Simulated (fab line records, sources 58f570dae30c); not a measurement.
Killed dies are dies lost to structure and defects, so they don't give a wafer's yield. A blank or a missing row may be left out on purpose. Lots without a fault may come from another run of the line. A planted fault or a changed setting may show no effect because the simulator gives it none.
Tool commonality check | flow berkeley_cmos170 | 14 lots, 42 wafers sampled

WHY IT WAS OPENED
At UCB170_M2_CD_MEAS_15 the reading cd_nm is flagged on 2 of 14 lots. Wafers without a fault read 700.0 nm, standard deviation 1.4.
Rule: a lot is flagged when every wafer of it that has a number lies more than 4 standard deviations from that mean, or none has a number. The other lots count as sound.

lot  | measured     | on        | cd_nm (nm), wafer by wafer | flag
L945 | day 7 07:10  | cd_sem-02 | 700.1 700.1 699.2          |
L947 | day 7 15:16  | cd_sem-02 | 700.0 701.1 700.7          |
L946 | day 7 15:34  | cd_sem-02 | 700.3 700.4 699.5          |
L949 | day 8 09:11  | cd_sem-02 | 702.9 702.8 702.5          |
L948 | day 8 09:32  | cd_sem-02 | 692.9 691.5 692.8          | FLAGGED
L950 | day 8 09:48  | cd_sem-01 | 693.0 693.5 693.7          | FLAGGED
L951 | day 8 21:00  | cd_sem-02 | 701.4 700.2 701.3          |
L952 | day 8 21:15  | cd_sem-01 | 701.1 701.4 700.6          |
L960 | day 10 13:10 | cd_sem-02 | 696.2 697.5 696.2          |
L963 | day 11 06:32 | cd_sem-01 | 696.5 697.9 698.6          |
L965 | day 11 06:52 | cd_sem-02 | 700.8 701.1 701.1          |
L968 | day 12 10:45 | cd_sem-01 | 699.2 698.5 699.0          |
L967 | day 12 10:53 | cd_sem-01 | 699.5 698.9 698.3          |
L966 | day 12 11:10 | cd_sem-02 | 701.3 701.2 701.3          |
The numbers of the flagged lots are 692.9 nm on average: -7.1 nm against the usual, or -5 standard deviations.

WHICH TOOL RAN EACH LOT
The record holds 1 process step before the reading, out of a route of 331 steps. In each cell: the tool, then ch and the chambers that the sampled wafers went through, then the start.
lot  | flag    | UCB170_M2_PEB_13
L945 |         | litho_track-02 ch 0, day 7 06:53
L947 |         | litho_track-03 ch 0, day 7 14:59
L946 |         | litho_track-03 ch 0, day 7 15:17
L949 |         | litho_track-04 ch 0, day 8 08:55
L948 | FLAGGED | litho_track-04 ch 0, day 8 09:16
L950 | FLAGGED | litho_track-04 ch 0, day 8 09:28
L951 |         | litho_track-02 ch 0, day 8 20:44
L952 |         | litho_track-03 ch 0, day 8 20:59
L960 |         | litho_track-03 ch 0, day 10 12:54
L963 |         | litho_track-03 ch 0, day 11 06:16
L965 |         | litho_track-02 ch 0, day 11 06:34
L968 |         | litho_track-03 ch 0, day 12 10:28
L967 |         | litho_track-04 ch 0, day 12 10:37
L966 |         | litho_track-04 ch 0, day 12 10:53
What these steps do:
- UCB170_M2_PEB_13
- UCB170_M2_CD_MEAS_15: target cd 700 nm.

FLAGGED OVER TOTAL, TOOL BY TOOL (the gauges that took the reading come last)
step                 | tool           | lots run | flagged | share of the flagged lots | sound lots run after its first flagged lot
UCB170_M2_PEB_13     | litho_track-02 | 3        | 0       | none                      | -
UCB170_M2_PEB_13     | litho_track-03 | 6        | 0       | none                      | -
UCB170_M2_PEB_13     | litho_track-04 | 5        | 2       | all                       | 2 (L967,L966)
UCB170_M2_CD_MEAS_15 | cd_sem-01      | 5        | 1       | some                      | 4 (L952,L963,L968,L967)
UCB170_M2_CD_MEAS_15 | cd_sem-02      | 9        | 1       | some                      | 4 (L951,L960,L965,L966)

WHAT THE TABLE ALLOWS
1 row of the table ran every flagged lot: litho_track-04 at UCB170_M2_PEB_13.
- litho_track-04 at UCB170_M2_PEB_13: 2 of its 5 lots flagged. Sound lots ran on it after the first flagged one (L967, L966), which a lasting fault on the whole tool wouldn't allow.
No row of the table ran every flagged lot and no sound lot after the first.

WHAT THE SIMULATOR HAD PUT IN
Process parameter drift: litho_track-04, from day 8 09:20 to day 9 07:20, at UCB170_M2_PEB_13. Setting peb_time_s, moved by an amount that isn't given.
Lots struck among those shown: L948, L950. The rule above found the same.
